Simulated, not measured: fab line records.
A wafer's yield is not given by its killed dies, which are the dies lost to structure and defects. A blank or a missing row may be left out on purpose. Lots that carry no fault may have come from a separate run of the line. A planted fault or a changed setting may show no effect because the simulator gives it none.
What tool caused it? | flow rit-cmos | 39 wafers from 13 lots sampled at 2 of the route's 202 steps

## WHAT THE GAUGES READ, wafer by wafer
RIT_GATE_CD_MEAS_90 targets a cd of 150 nm. Usual: cd-nm 149.9 nm, standard deviation 2.5.
lot  | measured    | on        | cd-nm (nm)        | flag
L878 | day 2 15:26 | cd-sem-02 | 147.2 148.8 146.8 |
L879 | day 2 17:30 | cd-sem-01 | 151.3 151.0 147.6 |
L881 | day 3 06:04 | cd-sem-02 | 146.0 149.9 149.1 |
L882 | day 3 09:33 | cd-sem-02 | 148.7 145.9 148.9 |
L884 | day 3 20:37 | cd-sem-01 | 148.3 149.5 148.4 |
L886 | day 4 05:49 | cd-sem-02 | 143.4 144.0 144.7 |
L887 | day 4 10:29 | cd-sem-01 | 153.5 151.0 153.7 |
L896 | day 6 08:22 | cd-sem-02 | 145.0 147.4 147.8 |
L897 | day 6 15:56 | cd-sem-01 | 151.2 148.7 150.1 |
L898 | day 6 18:34 | cd-sem-01 | 149.6 151.0 151.7 |
L899 | day 6 23:02 | cd-sem-02 | 149.3 150.7 148.1 |
L900 | day 7 03:51 | cd-sem-01 | 150.9 152.4 152.1 |
L901 | day 7 08:11 | cd-sem-01 | 154.5 153.5 153.0 |

RIT_NLDD_TW_MEAS_10. Usual: NLDD_TW gives 2493 (standard deviation 16).
lot  | measured    | on            | NLDD_TW        | flag
L878 | day 2 19:52 | film-metro-02 | 2492 2490 2503 |
L879 | day 2 23:11 | film-metro-03 | 2495 2516 2495 |
L881 | day 3 10:40 | film-metro-02 | 2515 2504 2523 |
L882 | day 3 13:59 | film-metro-02 | 2496 2502 2507 |
L884 | day 4 01:05 | film-metro-03 | 2490 2500 2487 |
L886 | day 4 11:13 | film-metro-01 | 2468 2458 2467 |
L887 | day 4 14:55 | film-metro-01 | 2467 2474 2467 |
L896 | day 6 12:49 | film-metro-02 | 2489 2501 2505 |
L897 | day 6 21:07 | film-metro-01 | 2500 2488 2490 |
L898 | day 6 23:24 | film-metro-01 | 2496 2487 2481 |
L899 | day 7 03:32 | film-metro-03 | 2514 2497 2499 |
L900 | day 7 08:50 | film-metro-02 | 2505 2509 2510 |
L901 | day 7 12:44 | film-metro-03 | 2503 2500 2508 |

## TOOL THAT RAN EACH LOT (tool first, then ch and the chambers of the sampled wafers, then the start)
The record holds no process step before these readings.

## AS READ BY THE TOOLS THEMSELVES (means over the sampled wafers that have a number; for cases with no such wafer, the mark the record gives instead)
The record holds no such reading with a usual standard deviation.

## THE ANSWER, worked out from the rows above alone
Rule: lot off if the mean of its wafers having a number is beyond 3 standard deviations from the usual mean. A lot without any number at a reading at which 4 lots or more have one is off too. Any other lot the step has rows for is counted as sound. The gauges are gone through in route order, then the tools' own readings, and for those a lot's mean is taken as printed above. At the first step where some lot is off, the reading lying furthest off is the one used; lots without a number count as furthest.
Across all readings shown, no lot is off: no conclusion can be drawn from this.

## WHAT WAS PUT IN BY THE SIMULATOR
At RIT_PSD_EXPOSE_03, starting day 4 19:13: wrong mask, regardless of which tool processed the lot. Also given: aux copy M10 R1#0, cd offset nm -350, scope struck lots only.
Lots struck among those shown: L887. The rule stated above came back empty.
